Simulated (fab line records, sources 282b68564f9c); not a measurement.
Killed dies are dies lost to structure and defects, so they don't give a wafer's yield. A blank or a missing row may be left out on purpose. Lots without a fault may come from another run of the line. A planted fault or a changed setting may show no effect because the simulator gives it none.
Problem report in the 8D (eight disciplines) form, filled by code | flow rit_cmos | the parts of the form that need people (team, actions taken, sign-off) are left out

1. THE PROBLEM
GATE_OXIDE_THK at RIT_GATE_THK_MEAS_07 reads a mean of 4.91 nm on 6 wafers of 2 lots; wafers without a fault read 3.01 nm with a standard deviation of 0.071. That is +27 standard deviations from the usual mean.
First seen on wafer L677.3, day 5 02:45, on film_metro-04. The record holds 42 wafers of 14 lots with a number at this step. Rule for "out", or "out of limits": more than 4 standard deviations from the usual mean. The other wafers with a number count as sound.

2. WHAT IT IS AND WHAT IT IS NOT
question                    | is                     | is not
which readings at this step | GATE_OXIDE_THK         | -
which lots                  | L677, L681             | L664, L665, L666, L667, L668, L669, L670, L671, L673, L680, L683, L685
which wafers of those lots  | all that have a number | -
read on which gauges        | film_metro-04          | film_metro-01, film_metro-03
when                        | from day 5 02:45       | up to then (27 sound wafers); but 9 sound wafers of L680, L683, L685 came after

3. SUSPECTS, AND WHAT RULES EACH OUT
Counting: a tool at a process step up to the reading stays a suspect if it ran every lot that is out and no sound lot after the first of them.
- the gauge at RIT_GATE_THK_MEAS_07: kept. All the wafers that are out were read on film_metro-04, and no step on other tools shows them out.
- furnace-01 at RIT_GATE_OXIDATION_05 (target thk 3 nm, ox time 270 s): kept. It ran every lot that is out, first L677 (day 5 01:24), and no sound lot after that; its last sound lot up to then is L673 (day 4 06:20).
Left after counting: furnace-01 at RIT_GATE_OXIDATION_05, film_metro-04 at RIT_GATE_THK_MEAS_07.

4. THE CAUSE (what the simulator had put in)
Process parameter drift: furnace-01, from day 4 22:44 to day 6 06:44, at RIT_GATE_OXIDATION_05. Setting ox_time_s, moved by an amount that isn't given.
Counting left 2 suspects, and this tool is among them.

5. THE CHAIN OF EFFECTS, in route order
Each row: a reading whose mean over the struck wafers that have a number lies more than 3 standard deviations from the usual. Only readings for which the record gives a usual standard deviation are gone through. hours: the time from each lot's start at the first step in this table that gives one to its start at this step, as a median over the lots. sigmas: the change in usual standard deviations.
hours | step                 | reading        | usual   | on struck wafers | change | sigmas
0     | RIT_GATE_THK_MEAS_07 | GATE_OXIDE_THK | 3.01 nm | 4.91             | +1.90  | +27

6. WHAT WOULD HAVE CAUGHT IT SOONER
In this record the first reading out of limits at a measuring or inspecting step was taken at day 5 02:45, 4 hours after the fault began at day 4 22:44.
Of the lots that are out (2), L681 began RIT_GATE_OXIDATION_05 on furnace-01 after day 5 02:45. A hold on the tool at that time would have spared it.
